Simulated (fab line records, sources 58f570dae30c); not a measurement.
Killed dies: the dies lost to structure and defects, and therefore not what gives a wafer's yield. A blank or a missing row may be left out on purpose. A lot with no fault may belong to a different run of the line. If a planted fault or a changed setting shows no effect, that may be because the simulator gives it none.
Chamber matching || flow berkeleyCmos170 || UCB170_PWELL_ETCH_14 on rieDiel-04 has 4 sister chambers
The step etches Si3N4 in CH3F/Ar/O2, stops on SiO2, target depth 242 nm, time 151 s. 14 wafers are shown with their chamber, then 7 later ones without.

## EACH WAFER AND ITS CHAMBER
{"wafer": "L993.2", "chamber": 0, "throttleValvePct (%)": 8.01, "oesProductAu (a.u.)": 0.922}
{"wafer": "L993.4", "chamber": 1, "throttleValvePct (%)": 8.05, "oesProductAu (a.u.)": 0.918}
{"wafer": "L993.5", "chamber": 0, "throttleValvePct (%)": 8.02, "oesProductAu (a.u.)": 0.903}
{"wafer": "L997.2", "chamber": 1, "throttleValvePct (%)": 8.08, "oesProductAu (a.u.)": 0.922}
{"wafer": "L997.5", "chamber": 1, "throttleValvePct (%)": 8.04, "oesProductAu (a.u.)": 0.926}
{"wafer": "L997.6", "chamber": 2, "throttleValvePct (%)": 8.14, "oesProductAu (a.u.)": 0.914}
{"wafer": "L100.1", "chamber": 0, "throttleValvePct (%)": 8.02, "oesProductAu (a.u.)": 0.918}
{"wafer": "L100.3", "chamber": 1, "throttleValvePct (%)": 8.07, "oesProductAu (a.u.)": 0.936}
{"wafer": "L100.5", "chamber": 0, "throttleValvePct (%)": 8.02, "oesProductAu (a.u.)": 0.926}
{"wafer": "L104.1", "chamber": 2, "throttleValvePct (%)": 8.14, "oesProductAu (a.u.)": 0.936}
{"wafer": "L104.4", "chamber": 1, "throttleValvePct (%)": 8.07, "oesProductAu (a.u.)": 0.926}
{"wafer": "L104.5", "chamber": 2, "throttleValvePct (%)": 8.16, "oesProductAu (a.u.)": 0.924}
{"wafer": "L112.2", "chamber": 3, "throttleValvePct (%)": 7.88, "oesProductAu (a.u.)": 0.957}
{"wafer": "L112.4", "chamber": 1, "throttleValvePct (%)": 8.07, "oesProductAu (a.u.)": 0.915}

SIGNATURES, as means of the wafers listed above
{"reading": "throttleValvePct", "chamber 0": 8.0175, "chamber 1": 8.0633, "chamber 2": 8.1467, "chamber 3": 7.8800, "scatter within a chamber": 0.0121}
{"reading": "oesProductAu", "chamber 0": 0.91725, "chamber 1": 0.92383, "chamber 2": 0.92467, "chamber 3": 0.95700, "scatter within a chamber": 0.00905}
Rule: for a wafer and a chamber, the distance is found by dividing, reading by reading, the gap between the wafer's reading and the chamber's mean by the reading's scatter, squaring, summing and taking the root. If the next closest chamber is less than 2 further off than the closest, the wafer can't be placed; otherwise it belongs to the closest. The scatter: take each reading less its chamber's mean, square it, sum over the shown wafers, divide by the number of wafers less the number of chambers, and take the root.

## WAFERS MISSING THEIR CHAMBER
{"wafer": "L112.5", "throttleValvePct (%)": 7.88, "oesProductAu (a.u.)": 0.952}
{"wafer": "L113.1", "throttleValvePct (%)": 8.14, "oesProductAu (a.u.)": 0.933}
{"wafer": "L113.4", "throttleValvePct (%)": 8.04, "oesProductAu (a.u.)": 0.921}
{"wafer": "L113.5", "throttleValvePct (%)": 8.06, "oesProductAu (a.u.)": 0.921}
{"wafer": "L115.3", "throttleValvePct (%)": 8.02, "oesProductAu (a.u.)": 0.914}
{"wafer": "L115.5", "throttleValvePct (%)": 8.05, "oesProductAu (a.u.)": 0.922}
{"wafer": "L115.6", "throttleValvePct (%)": 8.03, "oesProductAu (a.u.)": 0.915}

## EACH ONE'S CHAMBER
{"wafer": "L112.5", "from the rows above": 3, "in truth": 3}
{"wafer": "L113.1", "from the rows above": 2, "in truth": 2}
{"wafer": "L113.4", "from the rows above": "can't be placed: 0 or 1", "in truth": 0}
{"wafer": "L113.5", "from the rows above": 1, "in truth": 1}
{"wafer": "L115.3", "from the rows above": 0, "in truth": 0}
{"wafer": "L115.5", "from the rows above": "can't be placed: 1 or 0", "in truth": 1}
{"wafer": "L115.6", "from the rows above": "can't be placed: 0 or 1", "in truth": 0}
4 of 7 placed correctly. Not placeable from these rows: 3 (in 3, the candidates include the true chamber). Placed wrongly: 0.
